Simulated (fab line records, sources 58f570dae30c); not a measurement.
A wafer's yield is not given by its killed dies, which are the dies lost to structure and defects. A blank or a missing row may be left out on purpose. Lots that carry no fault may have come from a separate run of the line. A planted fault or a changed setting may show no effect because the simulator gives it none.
Matching of chambers | flow berkeley-cmos170 | 4 sister chambers for UCB170_NWELL_ETCH_13 on rie-diel-02
The step etches Si3N4 in CH3F/Ar/O2, stops on SiO2, target depth 246.4 nm, time 154 s. 4 wafers are shown with their chamber, then 7 later ones without.

## EACH WAFER AND ITS CHAMBER
wafer  | chamber | throttle-valve-pct (%)
L153.5 | 0       | 7.92
L153.6 | 1       | 7.94
L158.1 | 3       | 8.01
L158.4 | 2       | 7.96

## WAFERS WITHOUT THEIR CHAMBER
wafer  | throttle-valve-pct (%)
L158.5 | 7.99
L159.2 | 7.93
L159.4 | 7.92
L159.5 | 7.99
L161.2 | 7.99
L161.4 | 7.99
L161.5 | 7.91

## WHICH CHAMBER EACH WENT THROUGH
wafer  | from the rows above          | in truth
L158.5 | can't be placed: 3 or 2 or 1 | 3
L159.2 | can't be placed: 0 or 1 or 2 | 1
L159.4 | can't be placed: 0 or 1      | 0
L159.5 | can't be placed: 3 or 2 or 1 | 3
L161.2 | can't be placed: 3 or 2 or 1 | 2
L161.4 | can't be placed: 3 or 2 or 1 | 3
L161.5 | can't be placed: 0 or 1      | 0
Correctly placed: 0 of 7. Cannot be placed on the basis of these rows: 7; the candidates contain the true chamber in 7. Placed wrongly: 0.
How it was worked out, from the rows above alone: a wafer's distance from a chamber is the root of the sum, over the readings, of the square of ((its reading less the chamber's mean) divided by the reading's scatter). The wafer belongs to the nearest chamber; if the next one is less than 2 further off, it can't be placed. A chamber's mean is the mean of its shown wafers. The scatter: with one shown wafer a chamber, the root of the mean of the squares of how far each hidden wafer lies from its nearest shown one.
